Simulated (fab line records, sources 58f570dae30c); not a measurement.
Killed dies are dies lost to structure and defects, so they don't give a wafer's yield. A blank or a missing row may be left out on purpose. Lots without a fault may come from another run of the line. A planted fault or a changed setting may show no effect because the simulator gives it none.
fab line records | flow berkeley_cmos170
record lots=5 wafers=23
route steps=331 shown M2@272 V2@292 M3@319
start_h: hours from the record's first day to the start of the lot's first wafer shown | wait_h: hours since the lot's step before | " the same as in the row above | L1.1+2: a row that stands for several wafers | - no value, or no start given | * or withheld: withheld | < > ~ a bound
route shown NAME@n: a module of which the file shows steps, and the number in the route of the first | usual: mean/standard deviation of fault-free wafers | same: alike in all rows | chamber/n: place in a boat | sites: the reading at each site | _std_site: their standard deviation | _edge_site: outer sites' mean less inner sites' | radius_mm: how far each site lies from the wafer's centre | mask NAME#n: copy n | behind: the tool/chamber that last shaped the wafer | hold: why the lot was held/for how many hours/how that ended | device: the transistor (n, p or np) that didn't switch | end of line: the same wafers' tests at the end of the route | a step without rows: its recipe alone | killed: dies lost to structure and defects at the first sort, not the wafer's yield | map: a wafer's dies, x killed, . not, _ none there
set.NAME: the setting as run; set.NAME@STEP: as run at that earlier step | model.NAME: the simulator's own value behind a step, which no gauge read
lots whose settings were changed on purpose; a table a step, a row a wafer
## steps
# step UCB170_M2_SPUTTER_01
# recipe material=Al target_thk_nm=900 time_s=120 power_w=6000 chamber_pressure_pa=0.5
# columns lot.wafer tool chamber start_h wait_h set.time_s model.Al_of_M2_SPUTTER_01.thk_nm
L074.1 pvd_sputter-02 - 172.87 0.0 120 897
L074.5 " - " " 120 885.8
L074.6 " - " " 120 893.9
L076.1 pvd_sputter-02 - 183.74 0.0 106 807
L076.3 " - " " 106 800.1
L076.4 " - " " 120 899.8
L076.5 " - " " 106 800
L076.6 " - " " 120 907.5
L083.1 pvd_sputter-02 - 223.75 0.0 106.8 802.7
L083.3 " - " " 120 896
L083.4 " - " " 106.8 790.8
L083.5 " - " " 106.8 797.8
L083.6 " - " " 120 895.8
L085.1 pvd_sputter-03 - 226.83 0.0 120 907
L085.2 " - " " 120 908.5
L085.4 " - " " 120 901.8
L085.5 " - " " 120 900.5
L085.6 " - " " 120 902.8
L084.1 pvd_sputter-03 - 240.36 0.0 120 907.7
L084.2 " - " " 135.8 1023
L084.4 " - " " 120 916.1
L084.5 " - " " 135.8 1030
L084.6 " - " " 120 909.3
# step UCB170_M2_RS_MEAS_02
# recipe thk_meas_gauge=four-point-probe reads=Al_of_M2_SPUTTER_01
# usual M2_AL_RS=0.03216/0.00029
# columns lot.wafer tool chamber start_h wait_h set.time_s@M2_SPUTTER_01 M2_AL_RS[ohm/sq]
L074.1 film_metro-03 - 172.95 0.0 120 0.03226
L074.5 " - " " 120 0.03264
L074.6 " - " " 120 0.0324
L076.1 film_metro-04 - 183.83 0.0 106 0.03589
L076.3 " - " " 106 0.0363
L076.4 " - " " 120 0.03218
L076.5 " - " " 106 0.03623
L076.6 " - " " 120 0.03192
L083.1 film_metro-01 - 223.83 0.0 106.8 0.03605
L083.3 " - " " 120 0.03229
L083.4 " - " " 106.8 0.03665
L083.5 " - " " 106.8 0.0363
L083.6 " - " " 120 0.03227
L085.1 film_metro-03 - 226.92 0.0 120 0.03198
L085.2 " - " " 120 0.03181
L085.4 " - " " 120 0.03218
L085.5 " - " " 120 0.03214
L085.6 " - " " 120 0.03205
L084.1 film_metro-03 - 240.44 0.0 120 0.03191
L084.2 " - " " 135.8 0.02828
L084.4 " - " " 120 0.03163
L084.5 " - " " 135.8 0.028
L084.6 " - " " 120 0.03182
# step UCB170_M2_THK_MEAS_03
# recipe thk_meas_gauge=xrf reads=Al_of_M2_SPUTTER_01
# usual M2_AL_THK=897/7.8
# columns lot.wafer tool chamber start_h wait_h set.time_s@M2_SPUTTER_01 M2_AL_THK[nm]
L074.1 film_metro-03 - 173.07 0.1 120 892
L074.5 " - " " 120 886
L074.6 " - " " 120 889
L076.1 film_metro-04 - 183.95 0.1 106 800
L076.3 " - " " 106 795
L076.4 " - " " 120 892
L076.5 " - " " 106 794
L076.6 " - " " 120 900
L083.1 film_metro-01 - 223.95 0.1 106.8 806
L083.3 " - " " 120 897
L083.4 " - " " 106.8 792
L083.5 " - " " 106.8 800
L083.6 " - " " 120 896
L085.1 film_metro-03 - 227.04 0.1 120 904
L085.2 " - " " 120 906
L085.4 " - " " 120 902
L085.5 " - " " 120 899
L085.6 " - " " 120 895
L084.1 film_metro-03 - 240.56 0.1 120 910
L084.2 " - " " 135.8 1017
L084.4 " - " " 120 914
L084.5 " - " " 135.8 1024
L084.6 " - " " 120 910
# step UCB170_V2_CVD_00
# recipe material=SiO2 target_thk_nm=2000 temp_c=390 precursor=TEOS/O2 time_s=250 rf_w=550 pressure_mtorr=9000
# columns lot.wafer tool chamber start_h wait_h set.time_s model.SiO2_of_V2_CVD_00.thk_nm
L074.1 pecvd-02 2 175.30 0.1 250 1964
L074.5 " 0 " " 250 2016
L074.6 " 2 " " 250 1987
L076.1 pecvd-01 2 186.78 0.1 250 2012
L076.3 " 2 " " 286.3 2309
L076.4 " 0 " " 250 2017
L076.5 " 2 " " 250 2024
L076.6 " 0 " " 286.3 2317
L083.1 pecvd-02 2 226.27 0.1 250 1977
L083.3 " 0 " " 250 1995
L083.4 " 0 " " 250 2039
L083.5 " 1 " " 223.6 1816
L083.6 " 2 " " 223.6 1795
L085.1 pecvd-01 2 230.19 0.1 250 2001
L085.2 " 0 " " 219.1 1745
L085.4 " 0 " " 250 2009
L085.5 " 1 " " 219.1 1782
L085.6 " 2 " " 219.1 1788
L084.1 pecvd-04 2 242.92 0.1 237.6 1884
L084.2 " 0 " " 237.6 1905
L084.4 " 0 " " 250 2017
L084.5 " 1 " " 250 2026
L084.6 " 2 " " 237.6 1908
# step UCB170_V2_THK_MEAS_01
# recipe reads=SiO2_of_V2_CVD_00
# usual V2_TEOS_THK=2006/24
# columns lot.wafer tool chamber start_h wait_h set.time_s@V2_CVD_00 V2_TEOS_THK[nm]
L074.1 film_metro-01 - 175.46 0.1 250 1963
L074.5 " - " " 250 2017
L074.6 " - " " 250 1987
L076.1 film_metro-02 - 187.02 0.2 250 2012
L076.3 " - " " 286.3 2309
L076.4 " - " " 250 2014
L076.5 " - " " 250 2024
L076.6 " - " " 286.3 2317
L083.1 film_metro-04 - 226.42 0.1 250 1977
L083.3 " - " " 250 1995
L083.4 " - " " 250 2038
L083.5 " - " " 223.6 1816
L083.6 " - " " 223.6 1794
L085.1 film_metro-01 - 230.35 0.1 250 2002
L085.2 " - " " 219.1 1746
L085.4 " - " " 250 2008
L085.5 " - " " 219.1 1782
L085.6 " - " " 219.1 1788
L084.1 film_metro-02 - 243.07 0.1 237.6 1884
L084.2 " - " " 237.6 1905
L084.4 " - " " 250 2018
L084.5 " - " " 250 2025
L084.6 " - " " 237.6 1909
# step UCB170_V2_ETCH_14
# recipe chemistry=CHF3/CF4/Ar target=SiO2 stop_on=Al CHF3_flow_sccm=45 cf4_flow_sccm=15 Ar_flow_sccm=150 pressure_mtorr=200 rf_w=700 target_depth_a=12500 over_etch_frac=0.25 time_s=291
# usual oes_product_au=0.875/0.012
# columns lot.wafer tool chamber start_h wait_h set.time_s oes_product_au model.KrF_of_V2_COAT_07.thk_nm
L074.1 rie_diel-02 0 180.31 0.0 291 0.873 612.1
L074.5 " 3 " " 291 0.861 609.4
L074.6 " 0 " " 291 0.866 611.3
L076.1 rie_diel-02 0 188.79 0.0 278.3 0.899 621.5
L076.3 " 2 " " 291 0.876 607.3
L076.4 " 3 " " 291 0.861 610.6
L076.5 " 1 " " 291 0.864 611.1
L076.6 " 0 " " 278.3 0.891 623.2
L083.1 rie_diel-01 2 228.36 0.0 291 0.878 609.1
L083.3 " 3 " " 291 0.861 612.6
L083.4 " 1 " " 291 0.885 612.5
L083.5 " 2 " " 291 0.872 609.7
L083.6 " 1 " " 291 0.888 617
L085.1 rie_diel-01 2 232.78 0.0 249 0.950 647.3
L085.2 " 3 " " 291 0.864 614
L085.4 " 1 " " 249 0.973 652
L085.5 " 0 " " 249 0.983 652.2
L085.6 " 1 " " 291 0.882 612.2
L084.1 rie_diel-01 3 244.93 0.0 302 0.864 605.4
L084.2 " 1 " " 291 0.887 613.8
L084.4 " 2 " " 291 0.876 606.3
L084.5 " 3 " " 302 0.872 603.8
L084.6 " 1 " " 291 0.890 609.6
# step UCB170_V2_STRIP_15
# recipe chemistry=O2 power_w=400 pressure_mtorr=3500 platen_temp_c=withheld o2_flow_sccm=400 overash_fraction=0.5
# usual strip_time_to_endpoint_s=15.33/0.09
# columns lot.wafer tool chamber start_h wait_h set.time_s@V2_ETCH_14 strip_time_to_endpoint_s
L074.1 plasma_asher-02 1 180.48 0.1 291 15.36
L074.5 " 1 " " 291 15.30
L074.6 " 0 " " 291 15.33
L076.1 plasma_asher-03 1 188.97 0.1 278.3 15.56
L076.3 " 0 " " 291 15.24
L076.4 " 1 " " 291 15.32
L076.5 " 1 " " 291 15.32
L076.6 " 0 " " 278.3 15.61
L083.1 plasma_asher-02 0 228.54 0.1 291 15.29
L083.3 " 0 " " 291 15.37
L083.4 " 1 " " 291 15.36
L083.5 " 1 " " 291 15.29
L083.6 " 0 " " 291 15.48
L085.1 plasma_asher-02 0 232.96 0.1 249 16.13
L085.2 " 1 " " 291 15.40
L085.4 " 0 " " 249 16.24
L085.5 " 1 " " 249 16.25
L085.6 " 0 " " 291 15.35
L084.1 plasma_asher-03 1 245.10 0.1 302 15.19
L084.2 " 0 " " 291 15.40
L084.4 " 1 " " 291 15.23
L084.5 " 0 " " 302 15.16
L084.6 " 1 " " 291 15.29
# step UCB170_M3_COAT_10
# recipe resist=KrF spin_rpm=1500 resist_thk_nm=900
# columns lot.wafer tool chamber start_h wait_h set.spin_rpm model.KrF_of_M3_COAT_10.thk_nm
L074.1 litho_track-01 0 - - 1500 901
L074.5 " 0 " " 1500 898
L074.6 " 0 " " 1500 898.2
L076.1 litho_track-04 0 - - 1591 874.7
L076.3 " 0 " " 1591 873.2
L076.4 " 0 " " 1500 900.1
L076.5 " 0 " " 1500 898.9
L076.6 " 0 " " 1591 872.7
L083.1 litho_track-02 0 - - 1500 905.9
L083.3 " 0 " " 1607 874.6
L083.4 " 0 " " 1607 875.5
L083.5 " 0 " " 1500 903.6
L083.6 " 0 " " 1607 877
L085.1 litho_track-04 0 - - 1500 900.6
L085.2 " 0 " " 1500 898.2
L085.4 " 0 " " 1412 924.9
L085.5 " 0 " " 1412 927.4
L085.6 " 0 " " 1412 925.1
L084.1 litho_track-01 0 - - 1610 866.6
L084.2 " 0 " " 1610 866.7
L084.4 " 0 " " 1500 900
L084.5 " 0 " " 1500 899.3
L084.6 " 0 " " 1500 897.7
# step UCB170_M3_METAL_ETCH_18
# recipe chemistry=Cl2/BCl3 target=Al stop_on=SiO2 pressure_mtorr=12 target_depth_a=11700 over_etch_frac=0.3 time_s=195 icp_w=600 bias_w=120 Cl2_flow_sccm=90 bcl3_flow_sccm=45
# columns lot.wafer tool chamber start_h wait_h set.icp_w set.spin_rpm@M3_COAT_10 model.KrF_of_M3_COAT_10.thk_nm model.SiO2_of_V2_CVD_00.thk_nm
L074.1 rie_metal-01 0 184.16 - 600 1500 209.4 938
L074.5 " 0 " " 600 1500 202.1 937.8
L074.6 " 1 " " 600 1500 204 937.7
L076.1 rie_metal-02 0 191.29 - 559.4 1591 222.5 940.9
L076.3 " 1 " " 600 1591 187.1 938.6
L076.4 " 0 " " 559.4 1500 258.1 942.7
L076.5 " 1 " " 600 1500 208.5 939
L076.6 " 0 " " 559.4 1591 229.1 941.2
L083.1 rie_metal-03 0 231.64 - 600 1500 228.3 939.2
L083.3 " 0 " " 600 1607 189.7 939
L083.4 " 1 " " 600 1607 190.4 939.9
L083.5 " 1 " " 600 1500 222.9 939.1
L083.6 " 0 " " 600 1607 202.1 940.8
L085.1 rie_metal-01 0 235.58 - 532.4 1500 267.9 941.3
L085.2 " 1 " " 532.4 1500 268 941.9
L085.4 " 0 " " 532.4 1412 294.5 941.7
L085.5 " 1 " " 600 1412 230.9 937.8
L085.6 " 0 " " 600 1412 220.1 937.3
L084.1 rie_metal-02 1 247.84 - 600 1610 182.2 938.4
L084.2 " 0 " " 620.9 1610 156 935.2
L084.4 " 1 " " 620.9 1500 190.2 935
L084.5 " 1 " " 600 1500 209.4 937.2
L084.6 " 0 " " 600 1500 211.7 938.4
## key
split step=UCB170_M2_SPUTTER_01 setting=time_s stated=120 by=wafer
response step=UCB170_M2_SPUTTER_01 reading=model.Al_of_M2_SPUTTER_01.thk_nm change=+8.81 per=1% r=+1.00
response step=UCB170_M2_RS_MEAS_02 reading=M2_AL_RS change=-0.000326 per=1% r=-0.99
response step=UCB170_M2_THK_MEAS_03 reading=M2_AL_THK change=+8.53 per=1% r=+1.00
split step=UCB170_V2_CVD_00 setting=time_s stated=250 by=wafer
response step=UCB170_V2_CVD_00 reading=model.SiO2_of_V2_CVD_00.thk_nm change=+19.8 per=1% r=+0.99
response step=UCB170_V2_THK_MEAS_01 reading=V2_TEOS_THK change=+19.8 per=1% r=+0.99
split step=UCB170_V2_ETCH_14 setting=time_s stated=291 by=wafer
response step=UCB170_V2_ETCH_14 reading=oes_product_au change=-0.00649 per=1% r=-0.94
response step=UCB170_V2_ETCH_14 reading=model.KrF_of_V2_COAT_07.thk_nm change=-2.55 per=1% r=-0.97
response step=UCB170_V2_STRIP_15 reading=strip_time_to_endpoint_s change=* per=1% r=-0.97
split step=UCB170_M3_COAT_10 setting=spin_rpm stated=1500 by=wafer
response step=UCB170_M3_COAT_10 reading=model.KrF_of_M3_COAT_10.thk_nm change=-4.3 per=1% r=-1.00
response step=UCB170_M3_METAL_ETCH_18 reading=model.KrF_of_M3_COAT_10.thk_nm slope=-4.42 per=1% together_with=icp_w@M3_METAL_ETCH_18 explained=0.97
split step=UCB170_M3_METAL_ETCH_18 setting=icp_w stated=600 by=wafer
response step=UCB170_M3_METAL_ETCH_18 reading=model.SiO2_of_V2_CVD_00.thk_nm change=-0.406 per=1% r=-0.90
response step=UCB170_M3_METAL_ETCH_18 reading=model.KrF_of_M3_COAT_10.thk_nm slope=-6.19 per=1% together_with=spin_rpm@M3_COAT_10 explained=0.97
